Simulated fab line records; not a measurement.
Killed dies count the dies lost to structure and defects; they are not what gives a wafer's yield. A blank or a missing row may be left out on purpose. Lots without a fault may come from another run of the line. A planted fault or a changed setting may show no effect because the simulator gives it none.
Struck lot and sound lot, side by side || flow berkeley cmos170 || 14 out of 331 route steps
Sound: wafers L481.2, L481.3, L481.5. Wafers L492.2, L492.3, L492.5 were the ones struck. The cause is given at the end.
For every step that has rows: the tool of each side, followed by ch and its chambers, followed by its first start. Under that, the readings that differ: sound wafers || struck wafers || difference of the means || sigmas: that difference in standard deviations of wafers without a fault.
alike: words and numbers the same on both sides, and readings whose means are apart by under 2 such deviations; not compared: readings that were withheld, readings missing a value for some wafer, numbers with overlapping values and no deviation given by the record, and bounds like >300 which may hide the same value.
Wherever a step has rows on one side only, a row that says differs or no value, or a row with sigmas, the two part there. Non-overlapping numbers with no deviation appear without sigmas and do not part them. A reading missing from all wafers of one side parts the sides only when that side holds two or more wafers.

UCB170_CONTACT_OVL_MEAS_16:
  sound: overlay-01 at day 7 01:28; struck: overlay-02 at day 9 09:39
  alike: CONTACT_OVL
UCB170_CONTACT_ETCH_17: etches BARC in N2/H2.
  sound on rie diel-04 ch 1,2,3, day 7 01:30; struck on rie diel-04 ch 1,2, day 9 09:41
  alike: drypump motor current A, oes product au, throttle valve pct
UCB170_CONTACT_ETCH_18: etches PSG in CHF3/CF4/Ar, stops on TiSi2, target depth 840 nm, time 195 s.
  sound: rie diel-04 ch 1,2,3; struck: rie diel-04 ch 1,2
{"reading": "mfc ar sccm (sccm)", "sound": "149.5 149.2 149.3", "struck": "149.1 151.1 150.7", "difference": "+1.0", "sigmas": "+2"}
  alike: CHF3_flow_sccm, drypump motor current A, oes product au, throttle valve pct
  not compared: rf hours counter h
UCB170_CONTACT_STRIP_19: strips in O2.
  sound on plasma asher-01 ch 0,1, day 7 01:40; struck on plasma asher-04 ch 1, day 9 09:50
  alike: drypump motor current A, o2 flow sccm, oes product au
  not compared: rf hours counter h
UCB170_CONTACT_CD_MEAS_90 targets a cd of 700 nm.
  sound: cd sem-02 at day 7 01:47; struck: cd sem-01 at day 9 09:58
  alike: cd nm
then, 1 step without rows for these wafers: UCB170_CONTACT_CLEAN_20 (cleans in SPM, time 600 s).
UCB170_M1_SPUTTER_00: material Al, target thk 600 nm, time 80 s.
  sound: pvd sputter-01 at day 7 02:04; struck: pvd sputter-01 at day 9 10:38
  alike: throttle valve pct
UCB170_M1_RS_MEAS_01: uses a four-point probe to measure.
  sound: film metro-02 at day 7 02:09; struck: film metro-02 at day 9 10:43
  alike: M1_AL_RS
UCB170_M1_THK_MEAS_02: measures by xrf.
  sound: film metro-02 at day 7 02:16; struck: film metro-02 at day 9 10:49
  alike: M1_AL_THK
then, 3 steps without rows for these wafers: UCB170_M1_COAT_03; UCB170_M1_COAT_04 (resist thk 900 nm); UCB170_M1_SOFTBAKE_05 (time 60 s).
UCB170_M1_EXPOSE_06: exposes mask METAL1, target cd 700 nm.
  sound on krf scanner-01 ch 0, day 7 02:54; struck on krf scanner-02, day 9 11:20
  no value came back on the struck wafers for exposure dose mJ cm2, focus offset nm (nm); on the sound wafers exposure dose mJ cm2 reads 21.014 20.996 20.978
  alike: mask
following that, these wafers have no rows for 1 step: UCB170_M1_PEB_07.

## WHERE THEY PART
First at UCB170_CONTACT_ETCH_18; last, within this record, at UCB170_M1_EXPOSE_06.

WHY: whatever the simulator had introduced
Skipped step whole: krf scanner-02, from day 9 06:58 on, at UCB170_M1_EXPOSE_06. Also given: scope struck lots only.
